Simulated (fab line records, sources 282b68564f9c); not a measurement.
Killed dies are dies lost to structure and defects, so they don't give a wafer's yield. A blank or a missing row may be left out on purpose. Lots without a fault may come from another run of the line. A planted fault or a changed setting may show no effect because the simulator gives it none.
fab line records | flow rit_cmos
record lots=14 wafers=42 last_day=7
route steps=202 shown ACTIVE@15 PWELL@47 GATE@83 M1@202
lots that met no fault: from a run of the same line without faults
start_h: hours from the record's first day to the start of the lot's first wafer shown | wait_h: hours since the lot's step before | " the same as in the row above | L1.1+2: a row that stands for several wafers | - no value, or no start given | * or withheld: withheld | < > ~ a bound
route shown NAME@n: a module of which the file shows steps, and the number in the route of the first | usual: mean/standard deviation of fault-free wafers | same: alike in all rows | chamber/n: place in a boat | sites: the reading at each site | _std_site: their standard deviation | _edge_site: outer sites' mean less inner sites' | radius_mm: how far each site lies from the wafer's centre | mask NAME#n: copy n | behind: the tool/chamber that last shaped the wafer | hold: why the lot was held/for how many hours/how that ended | device: the transistor (n, p or np) that didn't switch | end of line: the same wafers' tests at the end of the route | a step without rows: its recipe alone | killed: dies lost to structure and defects at the first sort, not the wafer's yield | map: a wafer's dies, x killed, . not, _ none there
set.NAME: the setting as run; set.NAME@STEP: as run at that earlier step | model.NAME: the simulator's own value behind a step, which no gauge read
steps of the route over a sample of lots; a table a step, a row a wafer
services: from which hour (start_h, from the record's first day; less than 0 if before it) a tool's chamber was out of use, for how many hours, and why
## steps
# step RIT_ACTIVE_STRIP_14
# recipe chemistry=O2 time_s=180 resist=NOVOLAK platen_temp_c=withheld power_w=500 pressure_mtorr=4000 o2_flow_sccm=4000
# usual chamber_pressure_mTorr=4000/4 drypump_motor_current_A=5.5/0.43
# columns lot.wafer tool chamber start_h wait_h chamber_pressure_mTorr drypump_motor_current_A rf_hours_counter_h
L743.2 plasma_asher-03 0 14.84 0.1 4004 6.1 23
L743.4 " 1 " " 3999 5.8 -
L743.5 " 0 " " 4006 6.2 -
L744.2 plasma_asher-03 0 19.97 0.1 3999 6.2 24
L744.4 " 0 " " 3995 6.2 -
L744.5 " 0 " " 4005 6.2 -
L745.2 plasma_asher-04 0 24.84 0.1 4006 5.0 38
L745.3 " 1 " " 3999 4.9 -
L745.5 " 1 " " 3999 4.9 -
L746.1 plasma_asher-04 1 29.97 0.1 4010 4.9 38
L746.3 " 0 " " 4000 5.0 -
L746.4 " 1 " " 4009 4.9 -
L747.1 plasma_asher-03 0 34.84 0.1 4000 6.2 25
L747.5 " 0 " " 4003 6.2 -
L747.6 " 1 " " 4001 5.7 -
L748.1 plasma_asher-04 0 39.84 0.1 4000 5.0 40
L748.2 " 1 " " 3998 4.9 40
L748.5 " 0 " " 3997 5.0 -
L749.1 plasma_asher-02 0 44.84 0.1 3998 5.5 41
L749.2 " 1 " " 4001 5.1 41
L749.3 " 0 " " 4008 5.5 -
L751.1 plasma_asher-02 1 54.97 0.1 4006 5.1 42
L751.3 " 0 " " 3995 5.5 -
L751.5 " 0 " " 3999 5.5 -
L753.1 plasma_asher-03 1 64.97 0.1 3998 5.8 28
L753.4 " 0 " " 4005 6.1 -
L753.5 " 1 " " 4001 5.8 -
L759.1 plasma_asher-02 0 94.97 0.1 3998 5.5 46
L759.3 " 0 " " 3997 5.5 -
L759.4 " 1 " " 4007 5.1 -
L762.1 plasma_asher-02 1 112.31 0.1 3998 5.1 48
L762.3 " 0 " " 4000 5.5 -
L762.5 " 1 " " 4001 5.1 -
L764.1 plasma_asher-03 1 120.33 0.1 4000 5.7 34
L764.2 " 0 " " 3999 6.1 34
L764.4 " 1 " " 3998 5.7 -
L765.2 plasma_asher-03 1 125.39 0.1 4000 5.7 34
L765.3 " 1 " " 3996 5.8 -
L765.6 " 1 " " 4000 5.7 -
L766.3 plasma_asher-04 0 129.90 0.1 3992 5.0 -
L766.4 " 1 " " 4000 4.9 -
L766.5 " 1 " " 4007 4.9 -
# step RIT_PWELL_IMPLANT_08
# recipe species=B energy_kev=170 dose_cm2=7e+13 tilt_deg=7
# usual dose_ions_cm2=7.001e+13/8.3e+10 faraday_current_uA=222/4.7
# columns lot.wafer tool chamber start_h wait_h dose_ions_cm2 faraday_current_uA
L743.2 implanter-03 0 22.25 0.2 6.98e+13 220
L743.4 " 0 " " 7e+13 219
L743.5 " 0 " " 6.997e+13 216
L744.2 implanter-03 0 27.79 0.2 6.989e+13 220
L744.4 " 0 " " 7.001e+13 227
L744.5 " 0 " " 6.986e+13 225
L745.2 implanter-03 0 33.03 0.2 7.012e+13 221
L745.3 " 0 " " 7.006e+13 227
L745.5 " 0 " " 7.008e+13 221
L746.1 implanter-01 0 37.40 0.2 6.989e+13 217
L746.3 " 0 " " 6.996e+13 229
L746.4 " 0 " " 6.998e+13 227
L747.1 implanter-03 0 42.71 0.2 7.028e+13 226
L747.5 " 0 " " 7.007e+13 220
L747.6 " 0 " " 7.009e+13 216
L748.1 implanter-01 0 47.36 0.2 7.007e+13 223
L748.2 " 0 " " 7.005e+13 226
L748.5 " 0 " " 7.001e+13 228
L749.1 implanter-03 0 52.15 0.2 7.007e+13 225
L749.2 " 0 " " 6.998e+13 218
L749.3 " 0 " " 7.016e+13 216
L751.1 implanter-01 0 62.29 0.2 8.122e+13 256
L751.3 " 0 " " 8.111e+13 263
L751.5 " 0 " " 8.123e+13 256
L753.1 implanter-01 0 73.78 0.2 8.116e+13 248
L753.4 " 0 " " 8.118e+13 264
L753.5 " 0 " " 8.134e+13 257
L759.1 implanter-03 0 107.70 0.2 7.01e+13 224
L759.3 " 0 " " 6.991e+13 217
L759.4 " 0 " " 6.98e+13 231
L762.1 implanter-04 0 123.72 0.2 6.996e+13 222
L762.3 " 0 " " 6.991e+13 223
L762.5 " 0 " " 6.998e+13 230
L764.1 implanter-01 0 129.13 0.2 7.014e+13 230
L764.2 " 0 " " 7.007e+13 223
L764.4 " 0 " " 7.001e+13 223
L765.2 implanter-03 0 136.11 0.2 7.001e+13 225
L765.3 " 0 " " 6.999e+13 212
L765.6 " 0 " " 6.995e+13 224
L766.3 implanter-01 0 140.83 0.2 7.005e+13 216
L766.4 " 0 " " 7.008e+13 210
L766.5 " 0 " " 7.007e+13 230
# step RIT_PWELL_TW_MEAS_10
# usual PWELL_TW=958/8.6
# columns lot.wafer tool chamber start_h wait_h PWELL_TW
L743.2 film_metro-03 - 22.56 0.1 948
L743.4 " - " " 955
L743.5 " - " " 952
L744.2 film_metro-03 - 28.10 0.1 940
L744.4 " - " " 945
L744.5 " - " " 945
L745.2 film_metro-04 - 33.34 0.1 974
L745.3 " - " " 968
L745.5 " - " " 967
L746.1 film_metro-01 - 37.73 0.1 966
L746.3 " - " " 969
L746.4 " - " " 972
L747.1 film_metro-03 - 43.03 0.1 948
L747.5 " - " " 946
L747.6 " - " " 947
L748.1 film_metro-04 - 47.69 0.1 962
L748.2 " - " " 958
L748.5 " - " " 962
L749.1 film_metro-04 - 52.47 0.1 965
L749.2 " - " " 962
L749.3 " - " " 960
L751.1 film_metro-03 - 62.61 0.1 990
L751.3 " - " " 992
L751.5 " - " " 983
L753.1 film_metro-03 - 74.10 0.1 1005
L753.4 " - " " 1001
L753.5 " - " " 997
L759.1 film_metro-03 - 108.03 0.1 951
L759.3 " - " " 956
L759.4 " - " " 954
L762.1 film_metro-01 - 124.04 0.1 973
L762.3 " - " " 968
L762.5 " - " " 969
L764.1 film_metro-03 - 129.46 0.1 948
L764.2 " - " " 949
L764.4 " - " " 954
L765.2 film_metro-01 - 136.42 0.1 971
L765.3 " - " " 964
L765.6 " - " " 967
L766.3 film_metro-04 - 141.12 0.1 959
L766.4 " - " " 961
L766.5 " - " " 957
# step RIT_WELLDRIVE_RS_MEAS_02
# recipe thk_meas_gauge=four-point-probe
# usual PWELL_RS=429.3/1.1
# columns lot.wafer tool chamber start_h wait_h PWELL_RS[ohm/sq]
L743.2 film_metro-01 - 27.84 0.1 428.6
L743.4 " - " " 427.9
L743.5 " - " " 429.0
L744.2 film_metro-01 - 33.38 0.1 430.2
L744.4 " - " " 430.1
L744.5 " - " " 430.6
L745.2 film_metro-03 - 38.62 0.1 427.0
L745.3 " - " " 427.9
L745.5 " - " " 428.2
L746.1 film_metro-03 - 43.68 0.1 428.8
L746.3 " - " " 428.5
L746.4 " - " " 428.1
L747.1 film_metro-01 - 48.29 0.1 429.4
L747.5 " - " " 428.6
L747.6 " - " " 429.2
L748.1 film_metro-04 - 52.95 0.1 428.9
L748.2 " - " " 429.0
L748.5 " - " " 429.1
L749.1 film_metro-03 - 58.04 0.1 429.1
L749.2 " - " " 429.1
L749.3 " - " " 428.9
L751.1 film_metro-03 - 68.33 0.1 392.3
L751.3 " - " " 391.6
L751.5 " - " " 392.1
L753.1 film_metro-01 - 79.57 0.1 392.1
L753.4 " - " " 392.3
L753.5 " - " " 393.0
L759.1 film_metro-03 - 114.39 0.1 430.4
L759.3 " - " " 430.5
L759.4 " - " " 430.8
L762.1 film_metro-04 - 129.31 0.1 429.0
L762.3 " - " " 429.7
L762.5 " - " " 428.6
L764.1 film_metro-04 - 136.94 0.1 428.4
L764.2 " - " " 429.1
L764.4 " - " " 428.6
L765.2 film_metro-01 - 142.29 0.1 430.0
L765.3 " - " " 430.8
L765.6 " - " " 431.0
L766.3 film_metro-03 - 148.37 0.1 427.9
L766.4 " - " " 428.2
L766.5 " - " " 427.8
# step RIT_GATE_THK_MEAS_07
# recipe reads=SiO2_of_GATE_OXIDATION_05
# usual GATE_OXIDE_THK=3.01/0.066
# columns lot.wafer tool chamber start_h wait_h GATE_OXIDE_THK[nm]
L743.2 film_metro-03 - 33.17 0.0 3.02
L743.4 " - " " 3.04
L743.5 " - " " 3.03
L744.2 film_metro-03 - 38.75 0.0 3.08
L744.4 " - " " 3.10
L744.5 " - " " 3.12
L745.2 film_metro-03 - 44.70 0.0 2.96
L745.3 " - " " 2.97
L745.5 " - " " 2.93
L746.1 film_metro-03 - 48.97 0.0 2.99
L746.3 " - " " 3.01
L746.4 " - " " 2.96
L747.1 film_metro-03 - 53.44 0.0 2.95
L747.5 " - " " 2.98
L747.6 " - " " 2.99
L748.1 film_metro-02 - 58.10 0.0 2.99
L748.2 " - " " 3.01
L748.5 " - " " 3.01
L749.1 film_metro-02 - 64.57 0.0 2.98
L749.2 " - " " 2.92
L749.3 " - " " 3.04
L751.1 film_metro-03 - 74.36 0.0 3.01
L751.3 " - " " 3.08
L751.5 " - " " 2.94
L753.1 film_metro-03 - 85.03 0.0 2.96
L753.4 " - " " 2.94
L753.5 " - " " 2.98
L759.1 film_metro-02 - 121.92 0.0 3.08
L759.3 " - " " 3.12
L759.4 " - " " 3.22
L762.1 film_metro-03 - 137.07 0.0 3.07
L762.3 " - " " 3.12
L762.5 " - " " 3.04
L764.1 film_metro-02 - 146.10 0.0 3.00
L764.2 " - " " 2.93
L764.4 " - " " 2.95
L765.2 film_metro-03 - 149.55 0.0 2.95
L765.3 " - " " 2.95
L765.6 " - " " 2.97
L766.3 film_metro-02 - 153.78 0.0 3.01
L766.4 " - " " 3.04
L766.5 " - " " 3.07
# step RIT_GATE_OVL_MEAS_17
# usual GATE_OVL=0.7/1.3
# columns lot.wafer tool chamber start_h wait_h GATE_OVL[nm]
L743.2 overlay-02 - 35.87 0.1 3.9
L743.4 " - " " 2.6
L743.5 " - " " 1.8
L744.2 overlay-01 - 41.54 0.1 0.1
L744.4 " - " " -0.5
L744.5 " - " " 0.6
L745.2 overlay-01 - 47.53 0.1 -0.9
L745.3 " - " " 2.4
L745.5 " - " " 0.2
L746.1 overlay-01 - 51.80 0.1 0.6
L746.3 " - " " -1.4
L746.4 " - " " 0.0
L747.1 overlay-01 - 56.32 0.1 0.9
L747.5 " - " " -0.9
L747.6 " - " " 1.1
L748.1 overlay-01 - 60.81 0.1 0.5
L748.2 " - " " 1.7
L748.5 " - " " 1.4
L749.1 overlay-01 - 67.59 0.1 0.6
L749.2 " - " " 1.4
L749.3 " - " " 0.9
L751.1 overlay-01 - 77.37 0.1 -1.0
L751.3 " - " " 1.6
L751.5 " - " " 1.7
L753.1 overlay-02 - 88.10 0.1 -0.8
L753.4 " - " " 0.6
L753.5 " - " " 2.7
L759.1 overlay-02 - 124.81 0.1 0.5
L759.3 " - " " 1.3
L759.4 " - " " 2.1
L762.1 overlay-02 - 139.95 0.1 -1.4
L762.3 " - " " -1.3
L762.5 " - " " -1.1
L764.1 overlay-01 - 149.21 0.1 0.4
L764.2 " - " " 2.6
L764.4 " - " " 1.7
L765.2 overlay-02 - 153.63 0.1 2.8
L765.3 " - " " 3.3
L765.6 " - " " 2.9
L766.3 overlay-02 - 156.60 0.1 0.3
L766.4 " - " " 1.3
L766.5 " - " " 0.2
# step RIT_M1_PROBE_99
# usual killed_at_contacts=0.1/0.31 killed_at_front_end=7.1/2.8 killed_dies=7.2/2.8 killed_open=3.5/2 killed_short=3.7/1.9
# same gross_dies=264 killed_at_M0_to_M3=0 killed_at_M4_up=0 killed_at_back_side=0 killed_at_other=0
# columns lot.wafer tool chamber start_h wait_h killed_at_contacts killed_at_front_end killed_dies killed_open killed_short
L743.2 prober-01 - 56.33 0.1 0 11 11 7 4
L743.4 prober-01 - 56.43 0.2 0 4 4 0 4
L743.5 prober-01 - 56.48 0.2 0 3 3 1 2
L744.2 prober-02 - 61.58 0.1 0 11 11 4 7
L744.4 prober-02 - 61.68 0.2 0 6 6 3 3
L744.5 prober-02 - 61.73 0.2 0 7 7 3 4
L745.2 prober-01 - 67.87 0.1 0 6 6 3 3
L745.3 prober-01 - 67.92 0.2 0 5 5 1 4
L745.5 prober-01 - 68.02 0.2 0 9 9 5 4
L746.1 prober-02 - 73.67 0.1 0 4 4 2 2
L746.3 prober-02 - 73.77 0.2 0 9 9 2 7
L746.4 prober-02 - 73.82 0.2 0 8 8 4 4
L747.1 prober-01 - 76.49 0.1 1 8 9 4 5
L747.5 prober-01 - 76.69 0.2 1 15 16 6 10
L747.6 prober-01 - 76.74 0.2 0 10 10 4 6
L748.1 prober-02 - 81.31 0.1 0 8 8 4 4
L748.2 prober-02 - 81.36 0.1 0 6 6 2 4
L748.5 prober-02 - 81.51 0.2 0 5 5 5 0
L749.1 prober-01 - 88.67 0.1 0 5 5 3 2
L749.2 prober-01 - 88.72 0.1 0 9 9 6 3
L749.3 prober-01 - 88.77 0.2 0 5 5 1 4
L751.1 prober-01 - 100.19 0.1 0 4 4 2 2
L751.3 prober-01 - 100.29 0.2 0 7 7 3 4
L751.5 prober-01 - 100.39 0.2 0 6 6 3 3
L753.1 prober-01 - 110.02 0.1 0 4 4 2 2
L753.4 prober-01 - 110.17 0.2 0 12 12 6 6
L753.5 prober-01 - 110.22 0.2 0 8 8 4 4
L759.1 prober-01 - 148.97 0.1 0 9 9 4 3
L759.3 prober-01 - 149.07 0.2 0 2 2 0 1
L759.4 prober-01 - 149.12 0.2 0 5 5 2 3
L762.1 prober-02 - 163.67 0.1 0 10 10 4 6
L762.3 prober-02 - 163.77 0.2 0 8 8 4 4
L762.5 prober-02 - 163.87 0.2 0 11 11 7 4
L764.1 prober-02 - 169.99 0.1 0 6 6 2 4
L764.2 prober-02 - 170.04 0.1 0 10 10 3 7
L764.4 prober-02 - 170.14 0.2 0 5 5 2 3
L765.2 prober-01 - 173.96 0.1 0 8 8 3 5
L765.3 prober-01 - 174.01 0.2 0 12 12 6 6
L765.6 prober-01 - 174.16 0.2 0 11 11 5 6
L766.3 prober-02 - 179.12 0.2 0 6 6 2 4
L766.4 prober-02 - 179.17 0.2 0 5 5 1 4
L766.5 prober-02 - 179.22 0.2 0 2 2 1 1
# killed by level:class
L743.2 GATE:geometric_particle:open=5 GATE:geometric_particle:short=3 SPACER:geometric_particle:open=1 SILICIDE:geometric_particle:open=1 SILICIDE:geometric_particle:short=1
L743.4 GATE:geometric_particle:short=2 FOX1:geometric_particle:short=1 SPACER:geometric_particle:short=1
L743.5 GATE:geometric_particle:short=1 GATE:geometric_particle:open=1 SPACER:geometric_particle:short=1
L744.2 GATE:geometric_particle:open=3 GATE:geometric_particle:short=3 FOX1:geometric_particle:short=1 REOX:geometric_particle:short=1 SPACER:geometric_particle:short=1 SPACER:geometric_particle:open=1 SILICIDE:geometric_particle:short=1
L744.4 FOX2:geometric_particle:short=1 FOX2:geometric_particle:open=1 GATE:geometric_particle:open=1 GATE:geometric_particle:short=1 SPACER:geometric_particle:short=1 SPACER:geometric_particle:open=1
L744.5 GATE:geometric_particle:open=2 FOX1:geometric_particle:short=1 GATE:geometric_particle:short=1 REOX:geometric_particle:short=1 SILICIDE:geometric_particle:open=1 SILICIDE:geometric_particle:short=1
L745.2 GATE:geometric_particle:open=3 FOX2:geometric_particle:short=1 SPACER:geometric_particle:short=1 SILICIDE:geometric_particle:short=1
L745.3 GATE:geometric_particle:short=2 FOX2:geometric_particle:open=1 SPACER:geometric_particle:short=1 SILICIDE:geometric_particle:short=1
L745.5 GATE:geometric_particle:open=4 REOX:geometric_particle:short=2 FOX2:geometric_particle:open=1 FOX2:geometric_particle:short=1 GATE:geometric_particle:short=1
L746.1 SPACER:geometric_particle:open=1 FOX1:geometric_particle:short=1 FOX1:geometric_particle:open=1 SPACER:geometric_particle:short=1
L746.3 SPACER:geometric_particle:short=4 FOX1:geometric_particle:short=1 GATE:geometric_particle:open=1 GATE:geometric_particle:short=1 REOX:geometric_particle:short=1 SPACER:geometric_particle:open=1
L746.4 FOX1:geometric_particle:short=2 GATE:geometric_particle:open=2 SILICIDE:geometric_particle:short=2 FOX1:geometric_particle:open=1 SPACER:geometric_particle:open=1
L747.1 GATE:geometric_particle:open=3 FOX1:geometric_particle:open=1 FOX2:geometric_particle:short=1 GATE:geometric_particle:short=1 SPACER:geometric_particle:short=1 SILICIDE:geometric_particle:short=1 CONTACT:geometric_particle:short=1
L747.5 GATE:geometric_particle:short=4 SILICIDE:geometric_particle:short=4 GATE:geometric_particle:open=2 SPACER:geometric_particle:short=2 SILICIDE:geometric_particle:open=2 REOX:geometric_particle:open=1 CONTACT:geometric_particle:open=1
L747.6 FOX1:geometric_particle:short=2 GATE:geometric_particle:short=2 SPACER:geometric_particle:short=2 SPACER:geometric_particle:open=2 REOX:geometric_particle:open=1 SILICIDE:geometric_particle:open=1
L748.1 GATE:geometric_particle:short=2 REOX:geometric_particle:open=2 FOX1:geometric_particle:open=1 FOX1:geometric_particle:short=1 GATE:geometric_particle:open=1 REOX:geometric_particle:short=1
L748.2 FOX1:geometric_particle:open=1 FOX1:geometric_particle:short=1 GATE:geometric_particle:short=1 GATE:geometric_particle:open=1 REOX:geometric_particle:short=1 SPACER:geometric_particle:short=1
L748.5 SILICIDE:geometric_particle:open=2 FOX1:geometric_particle:open=1 GATE:geometric_particle:open=1 REOX:geometric_particle:open=1
L749.1 GATE:geometric_particle:open=2 FOX1:geometric_particle:short=1 FOX1:geometric_particle:open=1 GATE:geometric_particle:short=1
L749.2 GATE:geometric_particle:short=3 FOX1:geometric_particle:open=2 GATE:geometric_particle:open=2 FOX2:geometric_particle:open=1 REOX:geometric_particle:open=1
L749.3 GATE:geometric_particle:short=3 GATE:geometric_particle:open=1 SPACER:geometric_particle:short=1
L751.1 GATE:geometric_particle:short=1 GATE:geometric_particle:open=1 SPACER:geometric_particle:short=1 SILICIDE:geometric_particle:open=1
L751.3 GATE:geometric_particle:short=3 GATE:geometric_particle:open=1 SPACER:geometric_particle:open=1 SILICIDE:geometric_particle:short=1 SILICIDE:geometric_particle:open=1
L751.5 GATE:geometric_particle:short=2 FOX1:geometric_particle:open=1 FOX1:geometric_particle:short=1 GATE:geometric_particle:open=1 SPACER:geometric_particle:open=1
L753.1 GATE:geometric_particle:short=1 REOX:geometric_particle:open=1 SILICIDE:geometric_particle:short=1 SILICIDE:geometric_particle:open=1
L753.4 GATE:geometric_particle:short=5 GATE:geometric_particle:open=3 REOX:geometric_particle:open=2 FOX1:geometric_particle:open=1 REOX:geometric_particle:short=1
L753.5 GATE:geometric_particle:short=3 FOX1:geometric_particle:open=1 FOX1:geometric_particle:short=1 FOX2:geometric_particle:open=1 REOX:geometric_particle:open=1 SPACER:geometric_particle:open=1
L759.1 GATE:geometric_particle:open=3 GATE:geometric_particle:short=2 PSD:coat_microbubble_printed=2 REOX:geometric_particle:open=1 SPACER:geometric_particle:short=1
L759.3 SPACER:geometric_particle:short=1 PSD:coat_microbubble_printed=1
L759.4 FOX2:geometric_particle:open=2 GATE:geometric_particle:short=2 FOX2:geometric_particle:short=1
L762.1 FOX2:geometric_particle:open=2 GATE:geometric_particle:short=2 GATE:geometric_particle:open=2 REOX:geometric_particle:short=2 FOX2:geometric_particle:short=1 SILICIDE:geometric_particle:short=1
L762.3 REOX:geometric_particle:short=2 SPACER:geometric_particle:short=2 SILICIDE:geometric_particle:open=2 GATE:geometric_particle:open=1 SPACER:geometric_particle:open=1
L762.5 REOX:geometric_particle:open=3 FOX2:geometric_particle:open=2 GATE:geometric_particle:short=2 GATE:geometric_particle:open=1 REOX:geometric_particle:short=1 SILICIDE:geometric_particle:short=1 SILICIDE:geometric_particle:open=1
L764.1 GATE:geometric_particle:short=2 FOX2:geometric_particle:short=1 SPACER:geometric_particle:open=1 SILICIDE:geometric_particle:short=1 SILICIDE:geometric_particle:open=1
L764.2 GATE:geometric_particle:short=4 FOX2:geometric_particle:short=1 FOX2:geometric_particle:open=1 GATE:geometric_particle:open=1 REOX:geometric_particle:short=1 SPACER:geometric_particle:short=1 SILICIDE:geometric_particle:open=1
L764.4 FOX2:geometric_particle:short=1 GATE:geometric_particle:short=1 SPACER:geometric_particle:open=1 SILICIDE:geometric_particle:short=1 SILICIDE:geometric_particle:open=1
L765.2 GATE:geometric_particle:short=3 GATE:geometric_particle:open=2 SPACER:geometric_particle:short=1 SILICIDE:geometric_particle:short=1 SILICIDE:geometric_particle:open=1
L765.3 SPACER:geometric_particle:open=3 GATE:geometric_particle:open=2 SPACER:geometric_particle:short=2 SILICIDE:geometric_particle:short=2 GATE:geometric_particle:short=1 REOX:geometric_particle:short=1 REOX:geometric_particle:open=1
L765.6 GATE:geometric_particle:short=4 GATE:geometric_particle:open=3 SPACER:geometric_particle:short=2 SPACER:geometric_particle:open=2
L766.3 FOX1:geometric_particle:short=2 GATE:geometric_particle:open=1 GATE:geometric_particle:short=1 SILICIDE:geometric_particle:open=1 SILICIDE:geometric_particle:short=1
L766.4 GATE:geometric_particle:short=1 REOX:geometric_particle:open=1 REOX:geometric_particle:short=1 SPACER:geometric_particle:short=1 SILICIDE:geometric_particle:short=1
L766.5 GATE:geometric_particle:open=1 REOX:geometric_particle:short=1
## services
# columns tool chamber start_h hours kind
plasma_asher-03 - -3.08 2.8 pm
implanter-04 - 26.31 22.5 repair
implanter-03 - 39.14 3.5 repair
implanter-01 - 57.60 2.9 pm
implanter-01 - 104.26 1.2 repair
plasma_asher-02 - 119.68 1.4 repair
implanter-03 - 134.55 0.6 repair
## key
first_sign step=RIT_PWELL_IMPLANT_08 reading=dose_ions_cm2 direction=up sigmas=99+ usual=7.001e+13 struck=8.12e+13
effect step=RIT_PWELL_IMPLANT_08 reading=faraday_current_uA direction=up sigmas=7.5 usual=222 struck=257
effect step=RIT_PWELL_TW_MEAS_10 reading=PWELL_TW direction=up sigmas=4.3 usual=958 struck=994
effect step=RIT_WELLDRIVE_RS_MEAS_02 reading=PWELL_RS direction=down sigmas=35 usual=429.3 struck=392.2
met_at RIT_PWELL_IMPLANT_08
struck_lots L751,L753
tester_left_out L751,L753
not_acting_at RIT_ACTIVE_STRIP_14,RIT_GATE_THK_MEAS_07,RIT_GATE_OVL_MEAS_17
onset_between 47.36 62.29
fault kind=process_parameter_drift tool=implanter-01 chamber=- onset_h=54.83 steps=RIT_PWELL_IMPLANT_08 channel=dose_cm2 offset=1.12e+13 shape=step end_h=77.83 acts_in=these_recipes_only stated=7e+13
# tester_left_out: of these lots the tester's yield and bins aren't shown, on N5 and GAA mostly nor the transistor test; their killed dies are dies lost to structure and defects alone, not to doping, threshold or leakage, so they don't give the yield
